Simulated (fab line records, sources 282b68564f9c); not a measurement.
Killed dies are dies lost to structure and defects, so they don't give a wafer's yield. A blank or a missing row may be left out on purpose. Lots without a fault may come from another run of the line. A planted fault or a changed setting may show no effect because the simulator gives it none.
fab line records | flow rit_cmos
record lots=6 wafers=18 last_day=7
route steps=202 shown CONTACT@172 M1@184
lots that met no fault: from a run of the same line without faults
start_h: hours from the record's first day to the start of the lot's first wafer shown | wait_h: hours since the lot's step before | " the same as in the row above | L1.1+2: a row that stands for several wafers | - no value, or no start given | * or withheld: withheld | < > ~ a bound
route shown NAME@n: a module of which the file shows steps, and the number in the route of the first | usual: mean/standard deviation of fault-free wafers | same: alike in all rows | chamber/n: place in a boat | sites: the reading at each site | _std_site: their standard deviation | _edge_site: outer sites' mean less inner sites' | radius_mm: how far each site lies from the wafer's centre | mask NAME#n: copy n | behind: the tool/chamber that last shaped the wafer | hold: why the lot was held/for how many hours/how that ended | device: the transistor (n, p or np) that didn't switch | end of line: the same wafers' tests at the end of the route | a step without rows: its recipe alone | killed: dies lost to structure and defects at the first sort, not the wafer's yield | map: a wafer's dies, x killed, . not, _ none there
set.NAME: the setting as run; set.NAME@STEP: as run at that earlier step | model.NAME: the simulator's own value behind a step, which no gauge read
lots at some steps of the route; a table a step, a row a wafer
services: from which hour (start_h, from the record's first day; less than 0 if before it) a tool's chamber was out of use, for how many hours, and why
## steps
# step RIT_CONTACT_SOFTBAKE_04
# recipe resist=NOVOLAK temp_c=90 time_s=60
# step RIT_CONTACT_EXPOSE_05
# recipe mask_id=M11 na=0.6 source_shape=conventional sigma_outer=0.5 target_cd_nm=1000 dose_mj=250
# step RIT_CONTACT_PEB_06
# recipe resist=NOVOLAK temp_c=withheld time_s=withheld
# step RIT_CONTACT_DEVELOP_07
# recipe resist=NOVOLAK develop_time_s=120 dev_temp_c=23.7
# step RIT_CONTACT_CD_MEAS_08
# recipe target_cd_nm=1000
# usual cd_nm=999.8/2.3
# columns lot.wafer tool chamber start_h wait_h cd_nm
L657.1 cd_sem-01 - 64.31 - 1004.5
L657.3 " - " " 1005.6
L657.5 " - " " 1005.1
L658.2 cd_sem-01 - 73.01 - 999.0
L658.4 " - " " 1000.6
L658.5 " - " " 999.1
L665.3 cd_sem-01 - 107.01 - 997.8
L665.4 " - " " 998.1
L665.6 " - " " 999.2
L666.2 cd_sem-02 - 109.97 - 1003.7
L666.4 " - " " 1003.4
L666.5 " - " " 1004.2
L671.1 cd_sem-01 - 136.73 - 998.9
L671.2 " - " " 1000.0
L671.6 " - " " 998.4
L676.2 cd_sem-02 - 159.88 - 998.0
L676.5 " - " " 998.5
L676.6 " - " " 996.8
# step RIT_CONTACT_OVL_MEAS_09
# usual CONTACT_OVL=-0.1/1.4
# columns lot.wafer tool chamber start_h wait_h CONTACT_OVL[nm]
L657.1 overlay-01 - 64.43 0.1 0.7
L657.3 " - " " 2.5
L657.5 " - " " -0.4
L658.2 overlay-01 - 73.12 0.1 -0.1
L658.4 " - " " 0.6
L658.5 " - " " 1.2
L665.3 overlay-02 - 107.10 0.1 -3.4
L665.4 " - " " -3.2
L665.6 " - " " -1.9
L666.2 overlay-01 - 110.07 0.1 -0.6
L666.4 " - " " 0.5
L666.5 " - " " -0.1
L671.1 overlay-01 - 136.85 0.1 0.8
L671.2 " - " " 1.7
L671.6 " - " " 2.4
L676.2 overlay-02 - 159.99 0.1 0.3
L676.5 " - " " 0.2
L676.6 " - " " 1.1
# step RIT_CONTACT_HARDBAKE_10
# recipe resist=NOVOLAK temp_c=140 time_s=60
# step RIT_CONTACT_ETCH_11
# recipe target_depth_a=4800 over_etch_frac=0.2 stop_on=TiSi2 chemistry=CHF3/CF4/Ar target=SiO2 CHF3_flow_sccm=50 cf4_flow_sccm=10 Ar_flow_sccm=100 O2_flow_sccm=5 pressure_mtorr=100 rf_w=200 time_s=320
# usual O2_flow_sccm=5.001/0.015 drypump_motor_current_A=5.8/0.49 oes_product_au=0.992/0.011 throttle_valve_pct=8.94/0.12
# columns lot.wafer tool chamber start_h wait_h O2_flow_sccm drypump_motor_current_A oes_product_au rf_hours_counter_h throttle_valve_pct
L657.1 rie_diel-04 0 64.61 0.1 4.978 6.4 0.997 39 9.02
L657.3 " 2 " " 4.997 5.0 0.994 7 8.89
L657.5 " 3 " " 4.982 6.0 0.995 - 9.14
L658.2 rie_diel-01 2 73.36 0.1 4.993 6.1 0.994 48 8.94
L658.4 " 3 " " 4.983 5.7 0.990 7 9.04
L658.5 " 1 " " 5.000 5.0 0.993 - 8.88
L665.3 rie_diel-04 0 107.28 0.1 4.996 6.4 1.002 40 9.02
L665.4 " 3 " " 5.021 6.0 0.997 99 9.15
L665.6 " 0 " " 4.978 6.4 1.005 - 9.01
L666.2 rie_diel-03 1 110.25 0.1 5.017 6.1 0.975 127 9.02
L666.4 " 0 " " 5.003 5.7 0.964 138 8.97
L666.5 " 0 " " 4.989 5.7 0.958 - 8.96
L671.1 rie_diel-01 2 137.03 0.1 5.009 6.1 0.994 49 8.96
L671.2 " 1 " " 4.994 5.0 0.996 50 8.89
L671.6 " 2 " " 4.991 6.1 0.989 - 8.95
L676.2 rie_diel-04 0 160.17 0.1 4.996 6.4 1.004 41 9.02
L676.5 " 3 " " 5.017 6.0 0.992 - 9.13
L676.6 " 2 " " 5.012 5.0 0.993 - 8.90
# step RIT_CONTACT_STRIP_12
# recipe chemistry=O2 time_s=180 resist=NOVOLAK platen_temp_c=withheld power_w=500 pressure_mtorr=4000 o2_flow_sccm=4000
# usual drypump_motor_current_A=5.6/0.59
# columns lot.wafer tool chamber start_h wait_h drypump_motor_current_A rf_hours_counter_h
L657.1 plasma_asher-04 0 64.81 0.1 4.8 28
L657.3 " 1 " " 5.6 -
L657.5 " 0 " " 4.8 -
L658.2 plasma_asher-01 1 73.55 0.1 5.6 41
L658.4 " 1 " " 5.6 -
L658.5 " 0 " " 6.0 -
L665.3 plasma_asher-04 1 107.53 0.2 5.6 -
L665.4 " 0 " " 4.8 -
L665.6 " 1 " " 5.6 -
L666.2 plasma_asher-04 0 110.45 0.1 4.8 33
L666.4 " 1 " " 5.6 -
L666.5 " 0 " " 4.8 -
L671.1 plasma_asher-02 1 137.23 0.1 6.1 49
L671.2 " 0 " " 6.8 49
L671.6 " 1 " " 6.1 -
L676.2 plasma_asher-02 0 160.36 0.1 6.8 50
L676.5 " 0 " " 6.8 -
L676.6 " 1 " " 6.1 -
# step RIT_CONTACT_CD_MEAS_90
# recipe target_cd_nm=1000
# usual cd_nm=999.7/2.4
# columns lot.wafer tool chamber start_h wait_h cd_nm
L657.1 cd_sem-02 - 64.98 0.1 1004.2
L657.3 " - " " 1005.6
L657.5 " - " " 1004.9
L658.2 cd_sem-01 - 73.75 0.1 998.5
L658.4 " - " " 1001.4
L658.5 " - " " 999.1
L665.3 cd_sem-02 - 107.69 0.1 997.0
L665.4 " - " " 997.8
L665.6 " - " " 999.0
L666.2 cd_sem-02 - 110.64 0.1 1004.3
L666.4 " - " " 1002.9
L666.5 " - " " 1003.7
L671.1 cd_sem-02 - 137.40 0.1 998.4
L671.2 " - " " 999.3
L671.6 " - " " 998.0
L676.2 cd_sem-01 - 160.56 0.1 997.9
L676.5 " - " " 999.1
L676.6 " - " " 996.5
# step RIT_CONTACT_CLEAN_13
# recipe chemistry=SC1 mix=3:3:50 time_s=600 temp_c=75
# step RIT_CONTACT_CLEAN_14
# recipe chemistry=SC2 mix=3:3:50 time_s=600 temp_c=75 dry=n2_spin
# step RIT_M1_SPUTTER_00
# recipe material=Al target_thk_nm=400 power_w=2000 chamber_pressure_pa=0.4 gas=Ar time_s=500 substrate_temp_c=25
# usual throttle_valve_pct=29.9/1.2
# columns lot.wafer tool chamber start_h wait_h throttle_valve_pct model.Al_of_M1_SPUTTER_00.thk_nm
L657.1 pvd_sputter-03 - 65.48 0.0 29.3 397.9
L657.3 " - " " 32.2 400.4
L657.5 " - " " 32.2 401.7
L658.2 pvd_sputter-04 - 74.21 0.0 29.7 403.5
L658.4 " - " " 31.3 410.1
L658.5 " - " " 30.4 397.7
L665.3 pvd_sputter-03 - 108.13 0.0 29.5 389.2
L665.4 " - " " 30.6 416.4
L665.6 " - " " 30.4 415.7
L666.2 pvd_sputter-04 - 111.11 0.0 31.1 404.7
L666.4 " - " " 28.9 390.7
L666.5 " - " " 29.8 394.7
L671.1 pvd_sputter-03 - 138.22 0.0 29.4 404.1
L671.2 " - " " 30.3 428.5
L671.6 " - " " 29.3 399.8
L676.2 pvd_sputter-02 - 161.01 0.0 28.8 404.7
L676.5 " - " " 29.1 401
L676.6 " - " " 30.0 391.4
# step RIT_M1_RS_MEAS_01
# recipe thk_meas_gauge=four-point-probe reads=Al_of_M1_SPUTTER_00
# usual M1_AL_RS=0.0737/0.0011
# columns lot.wafer tool chamber start_h wait_h hold M1_AL_RS[ohm/sq]
L657.1 film_metro-04 - 65.78 0.1 - 0.0739
L657.3 " - " " - 0.0735
L657.5 " - " " - 0.0731
L658.2 film_metro-02 - 74.53 0.2 - 0.0727
L658.4 " - " " - 0.0715
L658.5 " - " " - 0.0737
L665.3 film_metro-01 - 108.47 0.2 - 0.0755
L665.4 " - " " - 0.0706
L665.6 " - " " - 0.0706
L666.2 film_metro-01 - 111.42 0.2 - 0.0726
L666.4 " - " " - 0.0751
L666.5 " - " " - 0.0744
L671.1 film_metro-04 - 138.52 0.1 await_dispo/0.2h/release 0.0727
L671.2 " - " " await_dispo/0.2h/release 0.0686
L671.6 " - " " await_dispo/0.2h/release 0.0735
L671.1 film_metro-04 - 138.80 0.3 - 0.0728
L671.2 " - " " - 0.0685
L671.6 " - " " - 0.0736
L676.2 film_metro-01 - 161.36 0.2 - 0.0725
L676.5 " - " " - 0.0732
L676.6 " - " " - 0.0751
# step RIT_M1_THK_MEAS_02
# recipe thk_meas_gauge=xrf reads=Al_of_M1_SPUTTER_00
# usual M1_AL_THK=401/6.4
# columns lot.wafer tool chamber start_h wait_h hold M1_AL_THK[nm]
L657.1 film_metro-04 - 65.90 0.1 - 402
L657.3 " - " " - 405
L657.5 " - " " - 408
L658.2 film_metro-02 - 74.64 0.1 - 403
L658.4 " - " " - 410
L658.5 " - " " - 396
L665.3 film_metro-01 - 108.57 0.1 - 392
L665.4 " - " " - 419
L665.6 " - " " - 416
L666.2 film_metro-01 - 111.53 0.1 - 407
L666.4 " - " " - 393
L666.5 " - " " - 396
L671.1 film_metro-04 - 143.70 4.9 await_dispo/0.2h/release 407
L671.2 " - " " await_dispo/0.2h/release 431
L671.6 " - " " await_dispo/0.2h/release 403
L671.1 film_metro-04 - 143.92 0.2 - 404
L671.2 " - " " - 432
L671.6 " - " " - 402
L676.2 film_metro-01 - 161.47 0.1 - 405
L676.5 " - " " - 401
L676.6 " - " " - 391
# step RIT_M1_HMDS_03
# recipe prime_time_s=60 prime_temp_c=140
# step RIT_M1_PROBE_99
# usual defect_limited_yield=97.4/1.1 killed_at_front_end=6.9/2.8 killed_dies=7.0/2.8 killed_open=3.4/2 killed_short=3.5/2.1
# same gross_dies=264 killed_at_M0_to_M3=0 killed_at_M4_up=0 killed_at_back_side=0 killed_at_contacts=0 killed_at_other=0
# columns lot.wafer tool chamber start_h wait_h hold defect_limited_yield[%] killed_at_front_end killed_dies killed_open killed_short model.etest.m1.rs_ohm_sq
L657.1 prober-01 - 69.67 0.1 - 97.3 7 7 4 3 0.0725
L657.3 prober-01 - 69.77 0.2 - 97.0 8 8 5 3 0.07236
L657.5 prober-01 - 69.87 0.2 - 95.8 11 11 4 7 0.07245
L658.2 prober-02 - 78.30 0.1 - 96.6 9 9 5 4 0.07155
L658.4 prober-02 - 78.40 0.2 - 97.7 6 6 4 2 0.0701
L658.5 prober-02 - 78.45 0.2 - 97.3 7 7 4 3 0.07262
L665.3 prober-01 - 112.38 0.2 - 99.2 2 2 1 1 0.07461
L665.4 prober-01 - 112.43 0.2 - 98.5 4 4 4 0 0.06988
L665.6 prober-01 - 112.53 0.2 - 95.5 12 12 11 1 0.07029
L666.2 prober-02 - 115.29 0.1 - 97.3 7 7 4 3 0.07199
L666.4 prober-02 - 115.39 0.2 - 96.6 9 9 6 3 0.07415
L666.5 prober-02 - 115.44 0.2 - 97.3 7 7 4 3 0.07328
L671.1 prober-01 - 157.33 4.7 await_dispo/4.6h/release 97.3 7 7 5 2 -
L671.2 prober-01 - 157.38 4.7 await_dispo/4.6h/release 95.5 12 12 6 6 -
L671.6 prober-01 - 157.58 4.8 await_dispo/4.6h/release 94.7 14 14 8 6 -
L676.2 prober-02 - 165.11 0.1 - 97.7 6 6 5 1 0.07177
L676.5 prober-02 - 165.26 0.2 - 96.6 9 9 2 7 0.07229
L676.6 prober-02 - 165.31 0.2 - 96.6 9 9 5 3 0.07426
# killed by level:class
L657.1 FOX1:geometric_particle:short=3 FOX1:geometric_particle:open=2 GATE:geometric_particle:open=1 SILICIDE:geometric_particle:open=1
L657.3 GATE:geometric_particle:open=3 REOX:geometric_particle:open=2 FOX1:geometric_particle:short=1 REOX:geometric_particle:short=1 SPACER:geometric_particle:short=1
L657.5 FOX1:geometric_particle:open=2 FOX1:geometric_particle:short=2 GATE:geometric_particle:short=2 REOX:geometric_particle:short=2 SPACER:geometric_particle:open=2 SPACER:geometric_particle:short=1
L658.2 SILICIDE:geometric_particle:open=2 ACTIVE:geometric_particle:short=1 FOX1:geometric_particle:short=1 FOX1:geometric_particle:open=1 FOX2:geometric_particle:open=1 GATE:geometric_particle:open=1 GATE:geometric_particle:short=1 REOX:geometric_particle:short=1
L658.4 REOX:geometric_particle:open=3 GATE:geometric_particle:open=1 GATE:geometric_particle:short=1 SPACER:geometric_particle:short=1
L658.5 GATE:geometric_particle:open=2 GATE:geometric_particle:short=2 FOX2:geometric_particle:open=1 SPACER:geometric_particle:short=1 SILICIDE:geometric_particle:open=1
L665.3 GATE:geometric_particle:short=1 GATE:geometric_particle:open=1
L665.4 SPACER:geometric_particle:open=2 FOX2:geometric_particle:open=1 SILICIDE:geometric_particle:open=1
L665.6 GATE:geometric_particle:open=4 SILICIDE:geometric_particle:open=3 SPACER:geometric_particle:open=2 FOX1:geometric_particle:open=1 FOX1:geometric_particle:short=1 REOX:geometric_particle:open=1
L666.2 FOX1:geometric_particle:open=3 FOX1:geometric_particle:short=1 FOX2:geometric_particle:short=1 REOX:geometric_particle:open=1 REOX:geometric_particle:short=1
L666.4 FOX1:geometric_particle:open=3 FOX1:geometric_particle:short=2 FOX2:geometric_particle:open=1 GATE:geometric_particle:short=1 SPACER:geometric_particle:open=1 SILICIDE:geometric_particle:open=1
L666.5 GATE:geometric_particle:open=2 FOX1:geometric_particle:open=1 FOX1:geometric_particle:short=1 GATE:geometric_particle:short=1 SILICIDE:geometric_particle:open=1 SILICIDE:geometric_particle:short=1
L671.1 GATE:geometric_particle:short=2 SILICIDE:geometric_particle:open=2 FOX1:geometric_particle:open=1 FOX2:geometric_particle:open=1 GATE:geometric_particle:open=1
L671.2 FOX1:geometric_particle:open=2 FOX2:geometric_particle:short=2 GATE:geometric_particle:open=2 REOX:geometric_particle:short=2 FOX1:geometric_particle:short=1 GATE:geometric_particle:short=1 REOX:geometric_particle:open=1 SILICIDE:geometric_particle:open=1
L671.6 FOX1:geometric_particle:open=3 GATE:geometric_particle:short=3 GATE:geometric_particle:open=2 SPACER:geometric_particle:short=2 REOX:geometric_particle:open=2 FOX2:geometric_particle:open=1 FOX2:geometric_particle:short=1
L676.2 GATE:geometric_particle:open=3 GATE:geometric_particle:short=1 SPACER:geometric_particle:open=1 SILICIDE:geometric_particle:open=1
L676.5 GATE:geometric_particle:short=4 REOX:geometric_particle:short=2 FOX1:geometric_particle:short=1 FOX1:geometric_particle:open=1 REOX:geometric_particle:open=1
L676.6 FOX1:geometric_particle:open=2 FOX1:geometric_particle:short=1 GATE:geometric_particle:short=1 GATE:geometric_particle:open=1 REOX:geometric_particle:short=1 SPACER:geometric_particle:open=1 SILICIDE:geometric_particle:open=1 NRETRO:coat_microbubble_printed=1
## services
# columns tool chamber start_h hours kind
pvd_sputter-03 - 56.36 5.5 repair
pvd_sputter-04 - 56.73 3.1 repair
rie_diel-04 0 57.62 2.5 repair
pvd_sputter-03 - 73.05 1.8 repair
plasma_asher-04 - 93.69 0.4 repair
plasma_asher-04 - 105.16 2.2 repair
plasma_asher-01 - 108.75 9.0 pm
plasma_asher-01 0 108.75 9.0 vent_cycle
plasma_asher-01 1 108.75 9.0 vent_cycle
plasma_asher-01 0 117.75 - clean
plasma_asher-01 1 117.75 - clean
rie_diel-03 2 122.40 5.3 repair
plasma_asher-02 - 123.99 3.4 repair
rie_diel-03 2 127.72 - clean
rie_diel-03 2 127.72 18.9 scheduled_down
rie_diel-03 2 127.72 18.9 vent_cycle
plasma_asher-02 - 144.26 7.2 repair
rie_diel-04 3 145.27 2.7 repair
pvd_sputter-03 - 147.63 5.5 repair
## key
first_sign step=RIT_M1_RS_MEAS_01 reading=M1_AL_RS direction=down sigmas=3.4 usual=0.0737 struck=0.0699
effect step=RIT_M1_THK_MEAS_02 reading=M1_AL_THK direction=up sigmas=3.2 usual=401 struck=422
model_effect step=RIT_M1_SPUTTER_00 value=Al_of_M1_SPUTTER_00.thk_nm without=398.2 struck=420.2
model_effect step=RIT_M1_PROBE_99 value=etest.m1.rs_ohm_sq without=0.07398 struck=0.07009
met_at RIT_M1_SPUTTER_00
struck_wafers L665.4,L665.6,L671.2
fault kind=process_parameter_drift tool=pvd_sputter-03 chamber=- onset_h=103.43 steps=RIT_M1_SPUTTER_00 channel=target_thk_nm offset=22.02 shape=step end_h=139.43 acts_in=these_recipes_only stated=400 scope=struck_wafers_only
